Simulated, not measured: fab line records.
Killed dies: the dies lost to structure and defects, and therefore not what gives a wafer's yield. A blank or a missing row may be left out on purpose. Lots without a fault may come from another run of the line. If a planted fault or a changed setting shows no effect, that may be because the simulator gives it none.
Which tool is to blame? / flow ritCmos / 39 wafers from 13 lots sampled at 2 of the route's 202 steps

== WHAT THE GAUGES READ, wafer by wafer ==
RIT_CONTACT_THK_MEAS_01.
lot=L971; measured=day 3 04:07; on=filmMetro-04; CONTACT_TEOS_THK (nm)=388 400 399
lot=L972; measured=day 3 07:32; on=filmMetro-02; CONTACT_TEOS_THK (nm)=398 392 402
lot=L973; measured=day 3 20:34; on=filmMetro-02; CONTACT_TEOS_THK (nm)=399 404 411
lot=L974; measured=day 4 02:55; on=filmMetro-02; CONTACT_TEOS_THK (nm)=396 393 400
lot=L975; measured=day 4 09:43; on=filmMetro-04; CONTACT_TEOS_THK (nm)=398 400 402
lot=L980; measured=day 5 15:48; on=filmMetro-04; CONTACT_TEOS_THK (nm)=397 244 407
lot=L983; measured=day 6 01:47; on=filmMetro-02; CONTACT_TEOS_THK (nm)=241 396 397
lot=L986; measured=day 6 14:15; on=filmMetro-04; CONTACT_TEOS_THK (nm)=396 401 405
lot=L988; measured=day 6 22:24; on=filmMetro-01; CONTACT_TEOS_THK (nm)=393 395 402
lot=L989; measured=day 7 03:41; on=filmMetro-01; CONTACT_TEOS_THK (nm)=405 395 403
lot=L991; measured=day 7 12:49; on=filmMetro-01; CONTACT_TEOS_THK (nm)=398 409 403
lot=L992; measured=day 7 17:44; on=filmMetro-01; CONTACT_TEOS_THK (nm)=404 404 406
lot=L993; measured=day 19 11:04; on=filmMetro-01; CONTACT_TEOS_THK (nm)=398 403 398

== WHICH TOOL RAN EACH LOT (tool, then ch and the chambers of the sampled wafers, then the start) ==
lot=L971; RIT_CONTACT_CVD_00=pecvd-03 ch 0,1, day 3 04:04
lot=L972; RIT_CONTACT_CVD_00=pecvd-02 ch 0,1, day 3 07:29
lot=L973; RIT_CONTACT_CVD_00=pecvd-01 ch 0,1, day 3 20:30
lot=L974; RIT_CONTACT_CVD_00=pecvd-03 ch 0,2, day 4 02:52
lot=L975; RIT_CONTACT_CVD_00=pecvd-02 ch 1,2, day 4 09:40
lot=L980; RIT_CONTACT_CVD_00=pecvd-03 ch 0,1,2, day 5 15:45
lot=L983; RIT_CONTACT_CVD_00=pecvd-03 ch 1,2, day 6 01:44
lot=L986; RIT_CONTACT_CVD_00=pecvd-02 ch 0,1, day 6 14:11
lot=L988; RIT_CONTACT_CVD_00=pecvd-01 ch 0,1,2, day 6 22:21
lot=L989; RIT_CONTACT_CVD_00=pecvd-02 ch 0,2, day 7 03:37
lot=L991; RIT_CONTACT_CVD_00=pecvd-01 ch 0,1,2, day 7 12:46
lot=L992; RIT_CONTACT_CVD_00=pecvd-02 ch 0,1,2, day 7 17:41
lot=L993; RIT_CONTACT_CVD_00=pecvd-03 ch 0,1, day 19 10:59
- RIT_CONTACT_CVD_00: deposits SiO2 from TEOS, target thk 400 nm, time 61 s.

== AS READ BY THE TOOLS THEMSELVES (means over the sampled wafers that have a number; for cases with no such wafer, the mark the record gives instead) ==
RIT_CONTACT_CVD_00.
lot=L971; tool=pecvd-03; heaterPowerW (W)=381
lot=L972; tool=pecvd-02; heaterPowerW (W)=351
lot=L973; tool=pecvd-01; heaterPowerW (W)=310
lot=L974; tool=pecvd-03; heaterPowerW (W)=293
lot=L975; tool=pecvd-02; heaterPowerW (W)=311
lot=L980; tool=pecvd-03; heaterPowerW (W)=341
lot=L983; tool=pecvd-03; heaterPowerW (W)=393
lot=L986; tool=pecvd-02; heaterPowerW (W)=318
lot=L988; tool=pecvd-01; heaterPowerW (W)=338
lot=L989; tool=pecvd-02; heaterPowerW (W)=339
lot=L991; tool=pecvd-01; heaterPowerW (W)=305
lot=L992; tool=pecvd-02; heaterPowerW (W)=312
lot=L993; tool=pecvd-03; heaterPowerW (W)=318

== THE ANSWER, worked out from the rows above alone ==
Rule: the lots themselves supply what counts as usual. The widest of any qualifying gaps counts: lots, ordered by their means at a reading, are off when they make up no more than a third of the lots, leave a main group of 4 or more, and stand apart from it by 3 or more times the standard deviation of that group's means. The tables above print the reading to a certain number of digits; a main group whose means all agree to those digits is not used. Also off: a lot with no number at a reading for which 4 or more lots have one. The other lots that the step has rows for count as sound. The gauges are gone through in route order, then the tools' own readings, and for those a lot's mean is taken as printed above. The first step at which some lot is off is used, and at that step the reading that is off furthest; a lot without a number counts as furthest.
Off: at RIT_CONTACT_THK_MEAS_01 (CONTACT_TEOS_THK), L980, L983. The main group has a mean of 400 nm with a standard deviation of 3.1.
If a tool, at a process step before that reading, ran all the lots that are off and no sound lot after the first of them, it fits. Gauges at RIT_CONTACT_THK_MEAS_01: tried the same way as those tools. Not one of the candidates tried fits.

== WHAT THE SIMULATOR HAD PUT IN ==
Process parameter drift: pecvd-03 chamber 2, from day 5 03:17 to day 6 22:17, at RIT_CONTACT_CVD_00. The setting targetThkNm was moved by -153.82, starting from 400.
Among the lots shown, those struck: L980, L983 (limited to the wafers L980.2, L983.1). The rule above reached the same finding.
